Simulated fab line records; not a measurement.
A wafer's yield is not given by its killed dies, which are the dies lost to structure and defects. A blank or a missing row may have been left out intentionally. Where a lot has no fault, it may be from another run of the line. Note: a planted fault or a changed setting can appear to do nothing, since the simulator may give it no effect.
fab line records	flow berkeley-cmos170
record: lots: 14	wafers: 42	last-day: 12
route steps=331 shown PLDD@152 SPACER@171 NSD@192
lots that met no fault: taken from a fault-free run of the same line
start-h: hours from the record's first day to the start of the lot's first wafer shown	wait-h: hours from the lot's prior step to this one	" the same as in the row above	L1.1+2: a row that stands for several wafers	- no value, or no start given	* or withheld: withheld	< > ~ a bound
route shown NAME@n: names a module that has steps shown in the file, with the first one's number in the route	usual: mean/standard deviation taken from wafers without a fault	same: alike in all rows	chamber/n: place in a boat	sites: each site's reading	_std_site: the values' standard deviation	_edge_site: mean of outer sites minus mean of inner sites	radius-mm: for every site, how far away it sits from the centre of the wafer	mask NAME#n: copy n	behind: the last tool/chamber to shape the wafer	hold: the reason the lot was held/the length of the hold in hours/how it ended	device: the n, p or np transistor that did not switch	end of line: the same wafers' tests at the end of the route	a step given without rows: its recipe and nothing more	killed: dies lost to structure and defects at the first sort, not the wafer's yield	map: shows each die of a wafer: x if killed, . if not, _ if none is there
set.NAME: the setting as run; set.NAME@STEP: as run at that earlier step	model.NAME: the simulator's own value behind a step, which no gauge read
one table for each step of the route and one row for each wafer, over a sample of lots
services: from which hour (start-h, from the record's first day; less than 0 if before it) a tool's chamber was out of use, for how many hours, and why
== steps ==
step: UCB170_PLDD_OVL_MEAS_07
usual: PLDD_OVL: 0/4.9
lot.wafer	tool	chamber	start-h	wait-h	PLDD_OVL[nm]
L947.1	overlay-02	-	120.22	0.1	0
L947.4	"	-	"	"	2
L947.5	"	-	"	"	9
L949.2	overlay-02	-	122.83	0.1	-4
L949.4	"	-	"	"	0
L949.6	"	-	"	"	-2
L948.3	overlay-01	-	122.93	0.1	2
L948.4	"	-	"	"	-5
L948.6	"	-	"	"	5
L950.2	overlay-02	-	134.35	0.1	-3
L950.3	"	-	"	"	1
L950.4	"	-	"	"	1
L952.3	overlay-02	-	134.94	0.1	6
L952.5	"	-	"	"	-1
L952.6	"	-	"	"	2
L953.2	overlay-01	-	150.75	0.1	4
L953.3	"	-	"	"	-2
L953.4	"	-	"	"	1
L957.2	overlay-01	-	170.72	0.1	6
L957.4	"	-	"	"	3
L957.5	"	-	"	"	12
L960.1	overlay-02	-	184.80	0.1	-2
L960.2	"	-	"	"	2
L960.3	"	-	"	"	-10
L963.3	overlay-02	-	204.92	0.1	2
L963.4	"	-	"	"	-4
L963.6	"	-	"	"	0
L964.1	overlay-02	-	212.32	0.1	-1
L964.5	"	-	"	"	1
L964.6	"	-	"	"	-2
L965.1	overlay-02	-	217.26	0.1	-8
L965.2	"	-	"	"	-3
L965.3	"	-	"	"	-9
L966.3	overlay-01	-	217.59	0.1	6
L966.4	"	-	"	"	6
L966.5	"	-	"	"	5
L967.1	overlay-02	-	217.82	0.1	-6
L967.2	"	-	"	"	-2
L967.5	"	-	"	"	-6
L969.1	overlay-02	-	247.64	0.1	-2
L969.3	"	-	"	"	2
L969.5	"	-	"	"	6
step: UCB170_PLDD_STRIP_10
recipe: chemistry: O2	power-w: 400	pressure-mtorr: 3500	platen-temp-c: withheld	o2-flow-sccm: 400	overash-fraction: 0.5
usual: drypump-motor-current-A: 5.5/0.48	oes-product-au: 0.734/0.0046	strip-time-to-endpoint-s: 21.61/0.067
same: overash-fraction: 0.5
lot.wafer	tool	chamber	start-h	wait-h	drypump-motor-current-A	oes-product-au	rf-hours-counter-h	strip-time-to-endpoint-s
L947.1	plasma-asher-02	0	120.56	0.1	5.9	0.729	0	21.67
L947.4	"	0	"	"	5.9	0.732	-	21.61
L947.5	"	0	"	"	5.9	0.733	-	21.70
L949.2	plasma-asher-01	0	123.16	0.1	5.9	0.736	42	21.65
L949.4	"	1	"	"	5.6	0.729	-	21.57
L949.6	"	1	"	"	5.6	0.727	-	21.63
L948.3	plasma-asher-03	1	123.28	0.1	5.6	0.734	-	21.79
L948.4	"	0	"	"	5.7	0.735	-	21.76
L948.6	"	0	"	"	5.7	0.730	-	21.72
L950.2	plasma-asher-02	1	134.68	0.1	4.6	0.727	2	21.56
L950.3	"	1	"	"	4.6	0.738	-	21.58
L950.4	"	0	"	"	5.9	0.746	-	21.65
L952.3	plasma-asher-01	1	135.29	0.1	5.6	0.737	-	21.57
L952.5	"	0	"	"	5.8	0.734	-	21.54
L952.6	"	1	"	"	5.6	0.740	-	21.55
L953.2	plasma-asher-01	0	151.08	0.1	5.9	0.740	46	21.57
L953.3	"	1	"	"	5.6	0.733	-	21.64
L953.4	"	0	"	"	5.8	0.742	-	21.64
L957.2	plasma-asher-01	1	171.05	0.1	5.6	0.733	48	21.61
L957.4	"	0	"	"	5.9	0.734	-	21.64
L957.5	"	0	"	"	5.9	0.731	-	21.65
L960.1	plasma-asher-03	0	185.14	0.1	5.7	0.730	47	21.71
L960.2	"	1	"	"	5.6	0.727	47	21.78
L960.3	"	0	"	"	5.7	0.732	-	21.73
L963.3	plasma-asher-03	1	205.28	0.1	5.6	0.729	-	21.60
L963.4	"	0	"	"	5.7	0.742	-	21.61
L963.6	"	0	"	"	5.7	0.733	-	21.55
L964.1	plasma-asher-01	1	212.66	0.1	5.6	0.733	52	21.57
L964.5	"	0	"	"	5.9	0.735	-	21.68
L964.6	"	1	"	"	5.6	0.736	-	21.63
L965.1	plasma-asher-02	0	217.60	0.1	5.9	0.733	11	21.54
L965.2	"	1	"	"	4.6	0.739	11	21.51
L965.3	"	0	"	"	5.9	0.729	-	21.52
L966.3	plasma-asher-01	1	217.95	0.1	5.6	0.743	-	21.61
L966.4	"	0	"	"	5.9	0.728	-	21.61
L966.5	"	0	"	"	5.9	0.732	-	21.58
L967.1	plasma-asher-02	1	218.16	0.1	4.6	0.736	11	21.57
L967.2	"	0	"	"	5.9	0.732	11	21.59
L967.5	"	1	"	"	4.6	0.737	-	21.49
L969.1	plasma-asher-02	0	247.98	0.1	5.9	0.738	14	21.69
L969.3	"	0	"	"	5.9	0.735	-	21.66
L969.5	"	0	"	"	5.9	0.740	-	21.68
step: UCB170_SPACER_CVD_00
recipe: material: SiO2	target-thk-nm: 376	temp-c: 390	precursor: TEOS/O2	time-s: 47	rf-w: 550	pressure-mtorr: 9000
usual: heater-power-w: 242/40
lot.wafer	tool	chamber	start-h	wait-h	heater-power-w
L947.1	pecvd-01	1	122.88	0.0	287
L947.4	"	0	"	"	257
L947.5	"	2	"	"	336
L949.2	pecvd-03	2	125.83	0.0	164
L949.4	"	1	"	"	298
L949.6	"	0	"	"	275
L948.3	pecvd-04	2	126.55	0.0	227
L948.4	"	1	"	"	237
L948.6	"	2	"	"	241
L950.2	pecvd-03	2	137.01	0.0	183
L950.3	"	0	"	"	264
L950.4	"	1	"	"	210
L952.3	pecvd-03	2	137.70	0.0	189
L952.5	"	2	"	"	198
L952.6	"	1	"	"	287
L953.2	pecvd-04	0	154.16	0.0	237
L953.3	"	2	"	"	303
L953.4	"	2	"	"	204
L957.2	pecvd-01	0	173.82	0.0	238
L957.4	"	1	"	"	224
L957.5	"	0	"	"	243
L960.1	pecvd-01	1	187.71	0.0	267
L960.2	"	0	"	"	220
L960.3	"	2	"	"	259
L963.3	pecvd-01	0	207.44	0.0	269
L963.4	"	2	"	"	299
L963.6	"	0	"	"	269
L964.1	pecvd-01	1	214.92	0.0	252
L964.5	"	1	"	"	257
L964.6	"	2	"	"	258
L965.1	pecvd-01	0	219.77	0.0	272
L965.2	"	1	"	"	257
L965.3	"	2	"	"	293
L966.3	pecvd-03	2	220.04	0.0	152
L966.4	"	2	"	"	162
L966.5	"	0	"	"	277
L967.1	pecvd-04	1	220.35	0.0	165
L967.2	"	0	"	"	265
L967.5	"	0	"	"	176
L969.1	pecvd-04	0	250.13	0.0	237
L969.3	"	1	"	"	206
L969.5	"	1	"	"	218
step: UCB170_NSD_DEVELOP_05
recipe: developer: TMAH	develop-time-s: 45	resist: KrF	dev-temp-c: 21
usual: chill-plate-temp-C: 23.03/0.11	developer-temp-C: 20.97/0.11	exhaust-pa: 45.0/1
lot.wafer	tool	chamber	start-h	wait-h	chill-plate-temp-C	developer-temp-C	exhaust-pa
L947.1	litho-track-02	0	129	-	23.14	20.86	44.9
L947.4	"	0	"	"	23.00	20.94	44.2
L947.5	"	0	"	"	23.12	20.95	45.1
L948.3	litho-track-02	0	137	-	22.96	20.84	44.8
L948.4	"	0	"	"	22.88	21.02	44.0
L948.6	"	0	"	"	23.07	20.81	44.6
L949.2	litho-track-01	0	137	-	23.01	20.99	45.6
L949.4	"	0	"	"	22.91	20.98	45.5
L949.6	"	0	"	"	23.16	20.95	44.4
L950.2	litho-track-04	0	144	-	23.18	20.90	45.7
L950.3	"	0	"	"	23.21	20.90	46.9
L950.4	"	0	"	"	23.04	20.93	46.3
L952.3	litho-track-04	0	144	-	22.85	21.06	44.5
L952.5	"	0	"	"	22.98	20.92	45.0
L952.6	"	0	"	"	22.99	20.88	45.0
L953.2	litho-track-02	0	160	-	23.11	21.03	44.4
L953.3	"	0	"	"	23.27	21.05	45.1
L953.4	"	0	"	"	23.22	21.02	44.6
L957.2	litho-track-04	0	185	-	23.05	21.18	44.7
L957.4	"	0	"	"	23.03	21.10	45.4
L957.5	"	0	"	"	22.98	21.01	45.4
L960.1	litho-track-04	0	195	-	22.95	21.15	44.5
L960.2	"	0	"	"	22.87	20.92	43.2
L960.3	"	0	"	"	22.94	21.01	42.7
L963.3	litho-track-02	0	219	-	23.02	21.10	46.3
L963.4	"	0	"	"	23.09	20.92	47.8
L963.6	"	0	"	"	22.96	20.85	45.9
L964.1	litho-track-01	0	223	-	23.05	20.91	45.1
L964.5	"	0	"	"	22.98	20.79	44.4
L964.6	"	0	"	"	23.09	20.89	45.4
L965.1	litho-track-01	0	231	-	22.85	20.96	45.3
L965.2	"	0	"	"	22.93	20.86	44.1
L965.3	"	0	"	"	23.05	21.07	43.9
L966.3	litho-track-02	0	231	-	22.91	21.09	45.6
L966.4	"	0	"	"	23.18	20.95	46.4
L966.5	"	0	"	"	23.05	21.01	45.2
L967.1	litho-track-02	0	231	-	23.18	20.91	45.2
L967.2	"	0	"	"	23.09	20.78	44.7
L967.5	"	0	"	"	23.05	20.85	44.0
L969.1	litho-track-02	0	257	-	22.84	21.26	45.5
L969.3	"	0	"	"	22.81	21.10	44.7
L969.5	"	0	258	-	22.80	20.99	46.7
step: UCB170_NSD_TW_MEAS_10
usual: NSD_TW: 4206/20
lot.wafer	tool	chamber	start-h	wait-h	NSD_TW
L947.1	film-metro-03	-	130.08	0.1	4226
L947.4	"	-	"	"	4225
L947.5	"	-	"	"	4220
L948.3	film-metro-02	-	137.57	0.1	4201
L948.4	"	-	"	"	4203
L948.6	"	-	"	"	4182
L949.2	film-metro-03	-	137.73	0.1	4219
L949.4	"	-	"	"	4227
L949.6	"	-	"	"	4217
L950.2	film-metro-01	-	145.02	0.1	4203
L950.3	"	-	"	"	4217
L950.4	"	-	"	"	4195
L952.3	film-metro-02	-	145.30	0.1	4207
L952.5	"	-	"	"	4198
L952.6	"	-	"	"	4186
L953.2	film-metro-02	-	161.03	0.1	4189
L953.3	"	-	"	"	4193
L953.4	"	-	"	"	4222
L957.2	film-metro-03	-	185.78	0.1	300
L957.4	"	-	"	"	302
L957.5	"	-	"	"	293
L960.1	film-metro-01	-	196.09	0.1	291
L960.2	"	-	"	"	286
L960.3	"	-	"	"	294
L963.3	film-metro-02	-	219.94	0.1	4235
L963.4	"	-	"	"	4244
L963.6	"	-	"	"	4207
L964.1	film-metro-01	-	223.90	0.1	4176
L964.5	"	-	"	"	4202
L964.6	"	-	"	"	4181
L965.1	film-metro-03	-	231.65	0.1	4197
L965.2	"	-	"	"	4221
L965.3	"	-	"	"	4208
L966.3	film-metro-03	-	232.01	0.1	4203
L966.4	"	-	"	"	4216
L966.5	"	-	"	"	4213
L967.1	film-metro-02	-	232.27	0.1	4215
L967.2	"	-	"	"	4220
L967.5	"	-	"	"	4200
L969.1	film-metro-01	-	258.46	0.1	4199
L969.3	"	-	"	"	4221
L969.5	"	-	"	"	4234
== services ==
tool	chamber	start-h	hours	kind
plasma-asher-02	-	108.75	9.0	pm
plasma-asher-02	0	108.75	9.0	vent-cycle
plasma-asher-02	1	108.75	9.0	vent-cycle
pecvd-04	0	119.77	9.6	repair
pecvd-04	-	123.71	0.5	repair
pecvd-03	0	129.87	5.4	repair
plasma-asher-03	-	135.26	1.9	repair
pecvd-01	-	135.50	14.0	pm
pecvd-01	0	135.50	14.0	vent-cycle
pecvd-01	1	135.50	14.0	vent-cycle
pecvd-01	2	135.50	14.0	vent-cycle
pecvd-04	-	137.41	1.7	repair
pecvd-01	0	149.50	-	clean
pecvd-01	1	149.50	-	clean
pecvd-01	2	149.50	-	clean
pecvd-04	-	157.71	4.3	pm
pecvd-03	-	173.47	2.8	pm
pecvd-01	2	190.28	4.6	repair
plasma-asher-02	-	233.37	1.1	repair
pecvd-03	1	239.47	6.8	repair
pecvd-03	-	239.76	0.8	repair
pecvd-03	-	242.50	14.0	pm
plasma-asher-03	-	244.86	4.8	repair
pecvd-01	-	256.00	6.0	pm
== key ==
first-sign: step: UCB170_NSD_TW_MEAS_10	reading: NSD_TW	direction: down	sigmas: 99+	usual: 4206	struck: 294	through: control-loop
effect none on later readings
met-at UCB170_NSD_DEVELOP_05
struck-lots L957,L960
sort-left-out L957.2,L957.4,L957.5,L960.1,L960.2,L960.3
tester-left-out L957,L960
loop-trim: step: UCB170_NSD_EXPOSE_03	setting: dose	lots: L960
not-acting-at UCB170_PLDD_OVL_MEAS_07,UCB170_PLDD_STRIP_10,UCB170_SPACER_CVD_00
onset-between 144 185
fault: kind: process-parameter-drift	tool: litho-track-04	chamber: -	onset-h: 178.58	steps: UCB170_NSD_DEVELOP_05	channel: develop-time-s	offset: *	shape: step	end-h: 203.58	acts-in: *	stated: *
tester-left-out: of these lots the tester's yield and bins aren't shown, on N5 and GAA mostly nor the transistor test; their killed dies are dies lost to structure and defects alone, not to doping, threshold or leakage, so they don't give the yield
sort-left-out: the simulated sort isn't trusted on such a fault, so these wafers' sort isn't shown, and their yield isn't known
loop-trim: a control loop set the setting to another value than it would have without faults
